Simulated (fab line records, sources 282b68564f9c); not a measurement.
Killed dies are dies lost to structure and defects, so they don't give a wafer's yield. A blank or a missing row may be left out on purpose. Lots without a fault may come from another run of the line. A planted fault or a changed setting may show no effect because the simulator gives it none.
fab line records | flow rit_cmos | part 2 of 2: steps 27 to 37 of 37
record lots=5 wafers=15 last_day=7
route steps=202 shown GATE@94 REOX@98 NLDD@103 PLDD@114 SPACER@125
lots that met no fault: from a run of the same line without faults
start_h: hours from the record's first day to the start of the lot's first wafer shown | wait_h: hours since the lot's step before | " the same as in the row above | L1.1+2: a row that stands for several wafers | - no value, or no start given | * or withheld: withheld | < > ~ a bound
route shown NAME@n: a module of which the file shows steps, and the number in the route of the first | usual: mean/standard deviation of fault-free wafers | same: alike in all rows | chamber/n: place in a boat | sites: the reading at each site | _std_site: their standard deviation | _edge_site: outer sites' mean less inner sites' | radius_mm: how far each site lies from the wafer's centre | mask NAME#n: copy n | behind: the tool/chamber that last shaped the wafer | hold: why the lot was held/for how many hours/how that ended | device: the transistor (n, p or np) that didn't switch | end of line: the same wafers' tests at the end of the route | a step without rows: its recipe alone | killed: dies lost to structure and defects at the first sort, not the wafer's yield | map: a wafer's dies, x killed, . not, _ none there
set.NAME: the setting as run; set.NAME@STEP: as run at that earlier step | model.NAME: the simulator's own value behind a step, which no gauge read
lots at some steps of the route; a table a step, a row a wafer
services: from which hour (start_h, from the record's first day; less than 0 if before it) a tool's chamber was out of use, for how many hours, and why
## steps
# step RIT_PLDD_OVL_MEAS_06
# usual PLDD_OVL=0.1/1.3
# columns lot.wafer tool chamber start_h wait_h PLDD_OVL[nm]
L075.1 overlay-01 - 51.19 - 2.6
L075.3 " - " " -0.9
L075.6 " - " " 3.6
L080.1 overlay-02 - 75.27 - -0.7
L080.3 " - " " -3.0
L080.6 " - " " -0.9
L082.1 overlay-02 - 86.74 - 2.3
L082.2 " - " " 0.2
L082.3 " - " " -0.6
L093.3 overlay-01 - 139.07 - 0.1
L093.5 " - " " -2.2
L093.6 " - " " -1.0
L095.1 overlay-01 - 151.86 - 2.2
L095.2 " - " " 2.2
L095.5 " - " " 2.1
# step RIT_PLDD_HARDBAKE_07
# recipe resist=NOVOLAK temp_c=140 time_s=60
# usual exhaust_pa=45.0/0.93 heater_power_total_W=62.55/0.048
# columns lot.wafer tool chamber start_h wait_h exhaust_pa heater_power_total_W
L075.1 litho_track-04 0 51.22 0.0 43.9 62.60
L075.3 " 0 " " 46.2 62.56
L075.6 " 0 " " 44.9 62.52
L080.1 litho_track-04 0 75.31 0.0 44.4 62.54
L080.3 " 0 " " 44.6 62.52
L080.6 " 0 " " 44.0 62.52
L082.1 litho_track-03 0 86.77 0.0 46.3 62.61
L082.2 " 0 " " 45.7 62.49
L082.3 " 0 " " 47.4 62.54
L093.3 litho_track-04 0 139.14 0.1 44.1 62.55
L093.5 " 0 " " 44.9 62.54
L093.6 " 0 " " 44.6 62.51
L095.1 litho_track-03 0 151.90 0.0 44.1 62.53
L095.2 " 0 " " 45.4 62.40
L095.5 " 0 " " 45.4 62.60
# step RIT_PLDD_IMPLANT_08
# recipe species=BF2 energy_kev=19.62 dose_cm2=9e+14 tilt_deg=7
# columns lot.wafer tool chamber start_h wait_h
L075.1+3+6 implanter-01 0 51.37 0.1
L080.1+3+6 implanter-04 0 75.46 0.1
L082.1+2+3 implanter-02 0 86.92 0.1
L093.3+5+6 implanter-04 0 139.29 0.1
L095.1+2+5 implanter-01 0 152.05 0.1
# step RIT_PLDD_STRIP_09
# recipe chemistry=O2 time_s=180 resist=NOVOLAK platen_temp_c=withheld power_w=500 pressure_mtorr=4000 o2_flow_sccm=4000
# usual drypump_motor_current_A=6.0/0.35
# columns lot.wafer tool chamber start_h wait_h drypump_motor_current_A rf_hours_counter_h
L075.1 plasma_asher-03 0 51.52 0.1 6.4 42
L075.3 " 0 " " 6.4 -
L075.6 " 1 " " 5.7 -
L080.1 plasma_asher-03 1 75.61 0.1 5.7 45
L080.3 " 1 " " 5.7 -
L080.6 " 0 " " 6.4 -
L082.1 plasma_asher-03 1 87.07 0.1 5.7 46
L082.2 " 0 " " 6.4 46
L082.3 " 0 " " 6.4 -
L093.3 plasma_asher-03 0 139.45 0.1 6.4 -
L093.5 " 0 " " 6.4 -
L093.6 " 1 " " 5.7 -
L095.1 plasma_asher-03 0 152.20 0.1 6.4 53
L095.2 " 1 " " 5.7 53
L095.5 " 1 " " 5.7 -
# step RIT_PLDD_TW_MEAS_10
# usual PLDD_TW=2326/20
# columns lot.wafer tool chamber start_h wait_h PLDD_TW
L075.1 film_metro-01 - 51.70 0.1 2309
L075.3 " - " " 2308
L075.6 " - " " 2317
L080.1 film_metro-04 - 75.79 0.1 2344
L080.3 " - " " 2353
L080.6 " - " " 2355
L082.1 film_metro-04 - 87.25 0.1 2351
L082.2 " - " " 2354
L082.3 " - " " 2355
L093.3 film_metro-04 - 139.59 0.1 2346
L093.5 " - " " 2360
L093.6 " - " " 2350
L095.1 film_metro-03 - 152.37 0.1 2336
L095.2 " - " " 2338
L095.5 " - " " 2338
# step RIT_SPACER_CLEAN_00
# recipe chemistry=SC1 mix=3:3:50 time_s=600 temp_c=75
# usual bath_guard_temp_C=75.2/0.36
# columns lot.wafer tool chamber start_h wait_h bath_guard_temp_C
L075.1 wet_bench-04 1 51.76 0.1 75.9
L075.3 " 1 " " 75.5
L075.6 " 1 " " 75.6
L080.1 wet_bench-04 1 75.85 0.1 75.5
L080.3 " 1 " " 75.6
L080.6 " 1 " " 75.7
L082.1 wet_bench-04 0 87.31 0.1 75.5
L082.2 " 0 " " 75.1
L082.3 " 0 " " 75.2
L093.3 wet_bench-02 1 139.63 0.0 74.7
L093.5 " 1 " " 74.9
L093.6 " 1 " " 74.6
L095.1 wet_bench-03 0 152.43 0.1 75.4
L095.2 " 0 " " 75.5
L095.5 " 0 " " 75.6
# step RIT_SPACER_CLEAN_01
# recipe chemistry=dHF dilution=50:1 time_s=30
# columns lot.wafer tool chamber start_h wait_h
L075.1+3+6 wet_bench-02 3 51.95 0.0
L080.1+3+6 wet_bench-02 0 76.02 0.0
L082.1+2+3 wet_bench-03 1 87.48 0.0
L093.3+5+6 wet_bench-03 2 139.80 0.0
L095.1+2+5 wet_bench-02 3 152.62 0.0
# step RIT_SPACER_CLEAN_02
# recipe chemistry=SC2 mix=3:3:50 time_s=600 temp_c=75 dry=n2_spin
# usual bath_guard_temp_C=75.1/0.41
# columns lot.wafer tool chamber start_h wait_h bath_guard_temp_C
L075.1 wet_bench-03 1 51.97 0.0 75.3
L075.3 " 1 " " 75.3
L075.6 " 1 " " 75.4
L080.1 wet_bench-03 3 76.04 0.0 74.4
L080.3 " 3 " " 74.5
L080.6 " 3 " " 74.5
L082.1 wet_bench-02 2 87.50 0.0 75.7
L082.2 " 2 " " 75.5
L082.3 " 2 " " 75.6
L093.3 wet_bench-02 2 139.82 0.0 75.6
L093.5 " 2 " " 76.0
L093.6 " 2 " " 75.1
L095.1 wet_bench-04 1 152.64 0.0 75.4
L095.2 " 1 " " 75.6
L095.5 " 1 " " 75.2
# step RIT_SPACER_CVD_03
# recipe material=Si3N4 target_thk_nm=250 temp_c=810 precursor=SiH2Cl2/NH3 time_s=3300 pressure_mtorr=300 sih2cl2_flow_sccm=60 nh3_flow_sccm=150
# usual zone_power_centre_pct=36.8/2.7
# columns lot.wafer tool chamber start_h wait_h zone_power_centre_pct
L075.1 lpcvd-02 0 52.14 0.0 33.2
L075.3 " 0 " " 34.3
L075.6 " 0 " " 34.0
L080.1 lpcvd-01 0 76.21 0.0 41.1
L080.3 " 0 " " 41.0
L080.6 " 0 " " 41.4
L082.1 lpcvd-01 1 88.30 0.6 35.2
L082.2 " 1 " " 36.3
L082.3 " 1 " " 36.3
L093.3 lpcvd-02 0 140.00 0.0 34.6
L093.5 " 0 " " 33.7
L093.6 " 0 " " 34.5
L095.1 lpcvd-02 1 152.81 0.0 37.4
L095.2 " 1 " " 37.5
L095.5 " 1 " " 36.9
# step RIT_SPACER_THK_MEAS_04
# recipe reads=Si3N4_of_SPACER_CVD_03
# usual SPACER_NITRIDE_THK=249.8/2.6
# columns lot.wafer tool chamber start_h wait_h SPACER_NITRIDE_THK[nm]
L075.1 film_metro-02 - 54.06 0.0 245.8
L075.3 " - " " 249.6
L075.6 " - " " 250.6
L080.1 film_metro-01 - 78.13 0.0 249.7
L080.3 " - " " 254.1
L080.6 " - " " 254.4
L082.1 film_metro-01 - 90.22 0.0 245.4
L082.2 " - " " 245.2
L082.3 " - " " 246.5
L093.3 film_metro-03 - 141.93 0.0 254.3
L093.5 " - " " 253.4
L093.6 " - " " 256.3
L095.1 film_metro-03 - 154.73 0.0 253.7
L095.2 " - " " 254.7
L095.5 " - " " 254.2
# step RIT_SPACER_ETCHBACK_05
# recipe target_depth_a=2500 SF6_flow_sccm=30 CHF3_flow_sccm=30 target=Si3N4 chemistry=SF6/CHF3 pressure_mtorr=40 rf_w=250 time_s=240 stop_on=SiO2
# usual drypump_motor_current_A=5.9/0.42 oes_product_au=0.843/0.017 throttle_valve_pct=10.25/0.13
# columns lot.wafer tool chamber start_h wait_h drypump_motor_current_A oes_product_au rf_hours_counter_h throttle_valve_pct
L075.1 rie_diel-04 3 54.12 0.1 5.7 0.823 29 10.29
L075.3 " 0 " " 6.2 0.872 129 10.23
L075.6 " 0 " " 6.2 0.878 - 10.24
L080.1 rie_diel-03 1 78.19 0.1 6.0 0.824 9 10.19
L080.3 " 0 " " 5.6 0.868 5 10.15
L080.6 " 3 " " 4.8 0.855 - 10.19
L082.1 rie_diel-01 3 90.28 0.1 6.0 0.837 159 10.60
L082.2 " 1 " " 5.0 0.820 7 10.31
L082.3 " 2 " " 6.2 0.829 68 10.16
L093.3 rie_diel-01 1 141.97 0.0 5.0 0.843 8 10.31
L093.5 " 1 " " 5.0 0.841 - 10.32
L093.6 " 2 " " 6.2 0.847 - 10.18
L095.1 rie_diel-03 0 154.79 0.1 5.6 0.871 7 10.18
L095.2 " 3 " " 4.9 0.860 71 10.20
L095.5 " 2 " " 5.8 0.847 - 10.29
## services
# columns tool chamber start_h hours kind
plasma_asher-04 - 21.20 1.4 repair
implanter-02 - 22.27 2.7 repair
rie_si-02 - 27.94 2.8 pm
implanter-01 - 28.34 3.4 repair
plasma_asher-03 - 32.03 0.3 repair
implanter-03 - 32.28 19.1 pm
implanter-01 - 32.32 5.6 pm
lpcvd-01 - 35.50 6.1 pm
iline_stepper-02 - 49.13 1.7 pm
rie_si-02 - 49.94 15.6 pm
rie_diel-03 3 55.04 15.0 repair
plasma_asher-03 - 59.40 2.3 repair
implanter-03 - 66.95 4.5 repair
rie_si-02 1 72.02 9.0 repair
rie_diel-03 1 81.72 18.8 repair
iline_stepper-02 - 85.59 2.3 repair
wet_bench-03 - 91.67 1.9 repair
rie_diel-03 - 97.19 2.8 pm
implanter-03 - 102.65 3.2 repair
rie_diel-03 2 107.50 12.0 repair
plasma_asher-04 - 108.75 9.0 pm
rie_diel-01 - 110.22 0.2 repair
rie_si-01 1 139.11 3.5 repair
implanter-04 - 151.89 9.1 repair
